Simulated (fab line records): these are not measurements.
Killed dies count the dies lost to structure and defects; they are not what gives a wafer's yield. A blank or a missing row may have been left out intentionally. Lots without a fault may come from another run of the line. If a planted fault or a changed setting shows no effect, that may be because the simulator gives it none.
Struck lot and sound lot, side by side | flow berkeley-cmos170 | 18 steps out of a route of 331
Sound: wafers L963.1, L963.5, L963.6. Wafers L962.1, L962.2, L962.6 were the ones struck. The cause is given at the end.
Each step with rows lists, per side, the tool, then ch with its chambers, then its first start. Under that, the readings that differ: sound wafers | struck wafers | difference of the means | sigmas: that difference in standard deviations of wafers without a fault.
alike: a reading whose means differ by less than 2 such deviations, as well as words and numbers matching on both sides. not compared: withheld readings; readings where some wafer has no value; bounds like >300 that might hide an equal value; numbers whose values overlap and for which the record gives no deviation.
A row with sigmas, a row that says differs or no value, or rows on one side alone: a step with any of these is where the two part. When numbers do not overlap yet have no deviation, they are printed without sigmas and do not part them. A reading missing from all wafers of one side parts the sides only when that side holds two or more wafers.

UCB170_NSD_CD_MEAS_06: target cd 1200 nm.
  sound: cd-sem-01 at day 8 17:04; struck: cd-sem-02 at day 8 17:16
  alike: cd-nm
UCB170_NSD_OVL_MEAS_07:
  sound: overlay-02 at day 8 17:11; struck: overlay-02 at day 8 17:23
  alike: NSD_OVL
then, 1 step without rows for these wafers: UCB170_NSD_IMPLANT_08.
UCB170_NSD_STRIP_09: strips in O2.
  sound on plasma-asher-01 ch 0,1, day 8 17:22; struck on plasma-asher-02 ch 0,1, day 8 17:34
  alike: drypump-motor-current-A, oes-product-au, strip-time-to-endpoint-s
  not compared: rf-hours-counter-h
UCB170_NSD_TW_MEAS_10:
  sound: film-metro-04 at day 8 17:28; struck: film-metro-02 at day 8 17:40
  alike: NSD_TW
then, 4 steps without rows for these wafers: UCB170_NSD_CLEAN_11 (cleans in SPM, time 600 s); UCB170_BACKSIDE_HMDS_00 (prime time 60 s); UCB170_BACKSIDE_COAT_01 (resist thk 900 nm); UCB170_BACKSIDE_SOFTBAKE_02 (time 60 s).
UCB170_BACKSIDE_STRIP_03: strips in O2.
  sound on plasma-asher-04 ch 0,1, day 8 18:09; struck on plasma-asher-01 ch 0,1, day 8 18:21
  alike: drypump-motor-current-A, oes-product-au, strip-time-to-endpoint-s
  not compared: rf-hours-counter-h
then, 1 step without rows for these wafers: UCB170_BACKSIDE_CLEAN_04 (cleans in SPM, time 600 s).
UCB170_SDANNEAL_RTA_00: time 10 s.
  sound on rtp-anneal-02 ch 0, day 8 18:26; struck on rtp-anneal-01 ch 0, day 8 18:38
  reading          | sound             | struck            | difference | sigmas
  wafer_temp_C_max | 908.2 905.8 904.8 | 902.4 903.2 904.8 | -2.8       | -2
  alike: lamp-power-pct
UCB170_SDANNEAL_RTA_01: time 5 s.
  sound on rtp-anneal-02 ch 0, day 8 18:29; struck on rtp-anneal-01 ch 0, day 8 18:41
  reading          | sound                | struck               | difference | sigmas
  wafer_temp_C_max | 1058.2 1055.6 1055.9 | 1079.7 1079.3 1079.6 | +23.0      | +13
  alike: lamp-power-pct
UCB170_SDANNEAL_RS_MEAS_02: measurement is done with a four-point probe.
  sound: film-metro-04 at day 8 18:33; struck: film-metro-03 at day 8 18:45
  reading         | sound             | struck            | difference | sigmas
  PSD_RS (ohm/sq) | 75.50 75.37 75.70 | 65.80 65.37 65.46 | -9.98      | -36
UCB170_SDANNEAL_RS_MEAS_03: measurement is done with a four-point probe.
  sound: film-metro-04 at day 8 18:40; struck: film-metro-03 at day 8 18:52
  reading         | sound             | struck            | difference | sigmas
  NSD_RS (ohm/sq) | 37.21 37.20 37.30 | 35.64 35.61 35.61 | -1.62      | -16
UCB170_SDANNEAL_RS_MEAS_04: measurement is done with a four-point probe.
  sound: film-metro-04 at day 8 18:47; struck: film-metro-03 at day 8 18:59
  reading          | sound                | struck               | difference | sigmas
  PLDD_RS (ohm/sq) | 1031.5 1025.7 1029.8 | 1011.0 1010.0 1009.1 | -19.0      | -6
UCB170_SDANNEAL_RS_MEAS_05: measurement is done with a four-point probe.
  sound: film-metro-04 at day 8 18:55; struck: film-metro-03 at day 8 19:07
  alike: NLDD_RS
UCB170_M3_PROBE_99:
  the record holds rows for the sound wafers here (prober-02, day 9 16:02) but none for the struck ones

## WHERE THEY PART
Last at UCB170_M3_PROBE_99 as far as this record goes, first at UCB170_SDANNEAL_RTA_00.

WHY: the cause the simulator had injected
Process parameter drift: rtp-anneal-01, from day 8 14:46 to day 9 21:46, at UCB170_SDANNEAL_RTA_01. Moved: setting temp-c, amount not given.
